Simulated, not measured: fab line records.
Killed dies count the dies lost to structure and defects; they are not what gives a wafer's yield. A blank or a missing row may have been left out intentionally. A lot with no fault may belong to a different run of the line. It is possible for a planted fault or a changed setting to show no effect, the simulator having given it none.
Code-filled problem report in 8D (eight disciplines) form / flow berkeley cmos170 / the parts of the form that need people (team, actions taken, sign-off) are left out

== 1. WHAT IS WRONG ==
Mean of spin speed rpm at UCB170_NWELL_COAT_07: 1440.4 rpm across 6 wafers in 2 lots; on wafers with no fault it is 1500.1 rpm (standard deviation 0.88). Measured from the usual mean, that is -68 standard deviations.
The step: resist thk 900 nm.
Earliest sighting: wafer L568.1 on litho track-03 at day 4 18:53. At this step, 42 wafers from 14 lots have a number in the record. Rule for "out", or "out of limits": more than 4 standard deviations from the usual mean. The other wafers with a number count as sound.

== 2. WHAT IT IS; WHAT IT IS NOT ==
question=which readings at this step | is=spin speed rpm | is not=chill plate temp C
question=which lots | is=L568, L569 | is not=L556, L557, L559, L560, L561, L562, L565, L574, L576, L577, L578, L579
question=which wafers of those lots | is=all that have a number | is not=-
question=read on which tools | is=litho track-03 | is not=litho track-01, litho track-04
question=when | is=from day 4 18:53 | is not=up to then (21 sound wafers); but 15 sound wafers of L574, L576, L577, L578, L579 came after

== 3. THE SUSPECTS, EACH WITH WHAT RULES IT OUT ==
Counting: a tool at any process step up to the reading remains a suspect when it ran all the lots that are out and ran no sound lot after the first of those.
- litho track-03 at UCB170_NWELL_COAT_07 (resist thk 900 nm): kept. Every lot that is out went through it, starting with L568 (day 4 18:53), and after that it ran no sound lot; the last sound lot it ran before then is L562 (day 3 15:58). Its own spin speed rpm readings are out on those wafers.
The count leaves litho track-03 at UCB170_NWELL_COAT_07.

== 4. THE CAUSE (what the simulator had put in) ==
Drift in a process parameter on litho track-03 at UCB170_NWELL_COAT_07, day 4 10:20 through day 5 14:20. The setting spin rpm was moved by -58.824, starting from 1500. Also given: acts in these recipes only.
After counting, this tool was the only one left.

== 5. SEQUENCE OF EFFECTS, ordered by route ==
Each row: a reading whose mean over the struck wafers that have a number lies more than 3 standard deviations from the usual. Only readings for which the record gives a usual standard deviation are gone through. hours: the time from each lot's start at the first step in this table that gives one to its start at this step, as a median over the lots. sigmas: the change in usual standard deviations.
hours=0; step=UCB170_NWELL_COAT_07; reading=spin speed rpm; usual=1500.1 rpm; on struck wafers=1440.4; change=-59.7; sigmas=-68
hours=1; step=UCB170_NWELL_STRIP_15; reading=strip time to endpoint s; usual=18.04 s; on struck wafers=18.41; change=+0.38; sigmas=+4.4
The process steps in it:
- UCB170_NWELL_COAT_07: resist thk 900 nm.
- UCB170_NWELL_STRIP_15: strips in O2.

== 6. WHAT WOULD HAVE CAUGHT IT SOONER ==
The fault began at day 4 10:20; the first out-of-limits reading in this record came at day 4 18:53, 9 hours later.
